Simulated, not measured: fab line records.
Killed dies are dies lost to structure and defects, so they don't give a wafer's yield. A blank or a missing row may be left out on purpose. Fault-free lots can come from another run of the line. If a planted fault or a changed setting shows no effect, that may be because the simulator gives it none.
A lot that was struck, set against a sound lot ; flow rit cmos ; 22 out of 202 route steps
Sound: wafers L318.1, L318.5, L318.6. Wafers L321.1, L321.4, L321.5 were the ones struck. The cause is given at the end.
Order at every step that has rows: each side's tool, ch and its chambers, its first start. Under that, the readings that differ: sound wafers ; struck wafers ; difference of the means ; sigmas: that difference in standard deviations of wafers without a fault.
alike: a reading whose means differ by less than 2 such deviations, as well as words and numbers matching on both sides. not compared: withheld readings; readings where some wafer has no value; bounds like >300 that might hide an equal value; numbers whose values overlap and for which the record gives no deviation.
Wherever a step has rows on one side only, a row that says differs or no value, or a row with sigmas, the two part there. Numbers that have no deviation but don't overlap get no sigmas and don't part them. Lack of a reading on every wafer of one side parts them only where that side has two or more wafers.

first, 2 steps without rows for these wafers: RIT_NSD_HARDBAKE_07 (time 60 s); RIT_NSD_IMPLANT_08.
RIT_NSD_STRIP_09: strips in O2, time 180 s.
  sound on plasma asher-01 ch 0,1, day 5 06:09; struck on plasma asher-02 ch 0,1, day 5 21:35
  alike: drypump motor current A
  not compared: rf hours counter h
RIT_NSD_TW_MEAS_10:
  struck on film metro-01, day 5 21:46; sound on film metro-04, day 5 06:20
  alike: NSD_TW
then, 6 steps without rows for these wafers: RIT_PSD_HMDS_00 (prime time 60 s); RIT_PSD_COAT_01 (resist thk 1000 nm); RIT_PSD_SOFTBAKE_02 (time 60 s); RIT_PSD_EXPOSE_03 (exposes mask M10, target cd 40900 nm); RIT_PSD_PEB_04; RIT_PSD_DEVELOP_05 (develop time 50 s).
RIT_PSD_OVL_MEAS_06:
  struck on overlay-02, day 5 22:53; sound on overlay-02, day 5 07:14
  alike: PSD_OVL
then, 1 step without rows for these wafers: RIT_PSD_HARDBAKE_07 (time 60 s).
RIT_PSD_IMPLANT_08:
  sound on implanter-01 ch 0, day 5 07:31; struck on implanter-01 ch 0, day 5 23:05
reading;sound;struck;difference;sigmas
beam on s (s);15.0 15.0 14.9;23.8 22.5 22.9;+8.1;+7
dose ions cm2;5.01e+15 4.997e+15 4.989e+15;8.013e+15 8.018e+15 8.015e+15;+3.017e+15;+99 or more
RIT_PSD_STRIP_09: strips in O2, time 180 s.
  sound on plasma asher-02 ch 0,1, day 5 07:40; struck on plasma asher-03 ch 0,1, day 5 23:14
  alike: drypump motor current A
  not compared: rf hours counter h
RIT_PSD_TW_MEAS_10:
  struck on film metro-01, day 5 23:24; sound on film metro-01, day 5 07:50
reading;sound;struck;difference;sigmas
PSD_TW;3399 3401 3397;3541 3514 3538;+132;+6
then, 3 steps without rows for these wafers: RIT_SDANNEAL_CLEAN_00 (cleans in SC1, time 600 s); RIT_SDANNEAL_CLEAN_01 (cleans in dHF, time 30 s); RIT_SDANNEAL_CLEAN_02 (cleans in SC2, time 600 s).
RIT_SDANNEAL_RTA_03: time 5 s.
  sound on rtp anneal-02 ch 0, day 5 08:16; struck on rtp anneal-02 ch 0, day 5 23:52
  alike: wafer_temp_C_max
RIT_SDANNEAL_RS_MEAS_04: a four-point-probe measurement.
  struck on film metro-04, day 5 23:55; sound on film metro-04, day 5 08:19
reading;sound;struck;difference;sigmas
PSD_RS (ohm/sq);115.8 115.8 115.5;110.0 110.4 110.1;-5.5;-16
RIT_SDANNEAL_RS_MEAS_05: a four-point-probe measurement.
  struck on film metro-04, day 6 00:02; sound on film metro-04, day 5 08:26
  alike: NSD_RS
RIT_M1_PROBE_99:
  the record has rows for the struck wafers here (prober-01, day 6 07:35) and none for the sound ones

WHERE THEY PART
At RIT_PSD_IMPLANT_08 first; at RIT_M1_PROBE_99 last (within this record only).

WHY: what had been put in by the simulator
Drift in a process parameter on implanter-01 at RIT_PSD_IMPLANT_08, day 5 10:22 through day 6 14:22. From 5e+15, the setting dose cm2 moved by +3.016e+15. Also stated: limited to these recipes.
